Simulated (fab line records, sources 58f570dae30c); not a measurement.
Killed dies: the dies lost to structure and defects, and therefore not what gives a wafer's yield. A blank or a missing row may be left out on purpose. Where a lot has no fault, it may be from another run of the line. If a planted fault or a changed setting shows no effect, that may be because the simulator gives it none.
A sampling plan put to the test ; flow berkeleyCmos170 ; one line in one fab, 8 faults in these records, each fault weighed on the records of the lots it struck
The plan is the line's own looks: the steps of the route at which a gauge or an inspection reads the wafer and doesn't change it. A look is open to judgement when struck wafers have a number at it and the file gives its usual mean and standard deviation on fault-free wafers. Caught: the struck wafers' mean, at a look after the fault's first step, is 4 or more of those standard deviations (sigma) away from the usual mean. On the tool: the identical test, applied to the tool's own readings at the steps of the fault. Caught also covers a different recipe on the struck wafers, or a record left blank for those wafers only.

== THE FAULTS, as the simulator had put them in ==
1. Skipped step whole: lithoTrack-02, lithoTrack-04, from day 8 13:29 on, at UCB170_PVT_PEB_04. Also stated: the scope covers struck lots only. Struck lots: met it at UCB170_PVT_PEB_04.
2. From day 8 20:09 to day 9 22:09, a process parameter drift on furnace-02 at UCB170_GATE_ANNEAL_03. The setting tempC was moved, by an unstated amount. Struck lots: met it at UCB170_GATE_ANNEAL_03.
3. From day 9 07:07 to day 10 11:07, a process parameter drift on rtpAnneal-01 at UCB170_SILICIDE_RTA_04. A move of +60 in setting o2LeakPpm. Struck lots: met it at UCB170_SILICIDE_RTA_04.
4. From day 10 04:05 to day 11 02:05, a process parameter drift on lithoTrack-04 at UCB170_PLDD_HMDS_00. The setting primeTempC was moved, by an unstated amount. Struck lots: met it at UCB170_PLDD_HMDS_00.
5. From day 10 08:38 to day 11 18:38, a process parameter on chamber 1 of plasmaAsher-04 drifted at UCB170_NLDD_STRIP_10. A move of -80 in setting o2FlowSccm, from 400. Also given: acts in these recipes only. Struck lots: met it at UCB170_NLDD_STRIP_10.
6. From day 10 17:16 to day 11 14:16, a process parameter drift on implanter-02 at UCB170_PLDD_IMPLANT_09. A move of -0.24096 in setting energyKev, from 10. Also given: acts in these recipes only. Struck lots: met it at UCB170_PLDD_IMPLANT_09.
7. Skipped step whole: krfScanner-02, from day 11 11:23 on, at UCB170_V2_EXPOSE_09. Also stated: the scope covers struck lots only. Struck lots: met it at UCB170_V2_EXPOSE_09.
8. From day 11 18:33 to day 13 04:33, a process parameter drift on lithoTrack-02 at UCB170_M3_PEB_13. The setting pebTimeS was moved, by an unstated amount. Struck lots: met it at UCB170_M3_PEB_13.

== WHAT THE PLAN SAW ==
fault;on the tool itself;first look that catches it;reading, sigma;median hours from its first step to that look;hours from the fault's start to the first struck lot there;judged looks passed uncaught
1;the tool's record is blank for the struck wafers;no look after it can be judged;-;-;-;0
2;tubeCenterTempC +68 sigma;no look after it can be judged;-;-;-;0
3;chamberO2Ppm +99 or beyond sigma;no look after it can be judged;-;-;-;0
4;primeTempC -8.7 sigma;no look after it can be judged;-;-;-;0
5;o2FlowSccm -66 sigma;no look after it can be judged;-;-;-;0
6;beamEnergyKeV -74 sigma;not the one look that can be judged after it;-;-;-;1
7;no reading that can be judged;no look after it can be judged;-;-;-;0
8;heaterPowerTotalW +24 sigma;no look after it can be judged;-;-;-;0
A dash: the fault is not caught, or the number is missing from these records.

Caught at a look: 0 of 8. Caught on the tool: 7 of 8. By one or the other: 7 of 8.
Faults caught by the tool alone: 1, 2, 3, 4, 5, 6, 8.
Caught by neither: fault 7.
